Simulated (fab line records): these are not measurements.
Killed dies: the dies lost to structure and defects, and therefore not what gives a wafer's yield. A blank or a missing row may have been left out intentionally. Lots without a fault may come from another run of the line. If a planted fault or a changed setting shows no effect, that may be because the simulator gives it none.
A lot that was struck, set against a sound lot || flow berkeley cmos170 || 16 steps out of a route of 331
Sound: these wafers, L724.1, L724.5, L724.6. Struck: wafers L717.1, L717.5 (left out: L717.4, a lot-mate that was not struck); the cause follows at the end.
Per side, at each step with rows, come the tool, then ch with its chambers, and then its first start. Under that, the readings that differ: sound wafers || struck wafers || difference of the means || sigmas: that difference in standard deviations of wafers without a fault.
alike: a reading whose means differ by less than 2 such deviations, as well as words and numbers matching on both sides. not compared: withheld readings; readings where some wafer has no value; bounds like >300 that might hide an equal value; numbers whose values overlap and for which the record gives no deviation.
A row with sigmas, a row that says differs or no value, or rows on one side alone: a step with any of these is where the two part. When numbers do not overlap yet have no deviation, they are printed without sigmas and do not part them. Lack of a reading on every wafer of one side parts them only where that side has two or more wafers.

first, 1 step without rows for these wafers: UCB170_NWELL_OXIDATION_01 (target thk 26.4 nm, ox time 1260 s).
UCB170_NWELL_THK_MEAS_02:
  sound on film metro-02 at day 4 20:50; struck on film metro-01 at day 3 02:02
{"reading": "NWELL_OXIDE_THK (nm)", "sound": "26.7 26.0 26.3", "struck": "25.1 25.0", "difference": -1.3, "sigmas": -2}
then, 2 steps without rows for these wafers: UCB170_NWELL_ANNEAL_03 (time 900 s); UCB170_NWELL_CVD_04 (deposits Si3N4 from SiH2Cl2/NH3, target thk 224 nm, time 3360 s).
UCB170_NWELL_THK_MEAS_05:
  sound on film metro-01 at day 5 06:55; struck on film metro-02 at day 3 10:54
  alike: NWELL_NITRIDE_THK
then, 6 steps without rows for these wafers: UCB170_NWELL_HMDS_06 (prime time 60 s); UCB170_NWELL_COAT_07 (resist thk 900 nm); UCB170_NWELL_SOFTBAKE_08 (time 60 s); UCB170_NWELL_EXPOSE_09 (exposes mask NWELL, target cd 3000 nm); UCB170_NWELL_PEB_10; UCB170_NWELL_DEVELOP_11 (develop time 45 s).
UCB170_NWELL_OVL_MEAS_12:
  sound on overlay-01 at day 5 07:59; struck on overlay-01 at day 3 11:48
{"reading": "NWELL_OVL (nm)", "sound": "-11 -8 -10", "struck": "5 6", "difference": "+15", "sigmas": "+3"}
UCB170_NWELL_ETCH_13: etches Si3N4 in CH3F/Ar/O2, stops on SiO2, target depth 246.4 nm, time 154 s.
  sound on rie diel-04 ch 0,1, day 5 08:01; struck on rie diel-01 ch 2, day 3 11:50
{"reading": "oes product au (a.u.)", "sound": "0.913 0.945 0.912", "struck": "0.842 0.844", "difference": -0.080, "sigmas": -6}
{"reading": "model.KrF_of_NWELL_COAT_07.thk nm (nm)", "sound": "715.3 723 719.4", "struck": "766.4 766.2", "difference": "+47.1", "sigmas": ""}
{"reading": "model.etch.depth nm (nm)", "sound": "223.2 223.2 222.9", "struck": "180.1 181.5", "difference": -42.3, "sigmas": ""}
  alike: drypump motor current A, mfc ar sccm, throttle valve pct
  not compared: rf hours counter h
after that, 1 step had no rows for these wafers: UCB170_NWELL_IMPLANT_14.
UCB170_NWELL_STRIP_15: strips in O2.
  sound on plasma asher-01 ch 0,1, day 5 08:16; struck on plasma asher-01 ch 0,1, day 3 12:05
{"reading": "strip time to endpoint s (s)", "sound": "17.88 18.06 17.97", "struck": "19.09 19.08", "difference": "+1.12", "sigmas": "+17"}
  alike: drypump motor current A, oes product au
  not compared: rf hours counter h
UCB170_NWELL_TW_MEAS_16:
  sound on film metro-01 at day 5 08:22; struck on film metro-02 at day 3 12:11
  alike: NWELL_TW

## WHERE THEY PART
First at UCB170_NWELL_THK_MEAS_02; last, within this record, at UCB170_NWELL_STRIP_15. Later steps at which nothing parts them and some readings are alike: UCB170_NWELL_TW_MEAS_16.

WHY: the cause the simulator had injected
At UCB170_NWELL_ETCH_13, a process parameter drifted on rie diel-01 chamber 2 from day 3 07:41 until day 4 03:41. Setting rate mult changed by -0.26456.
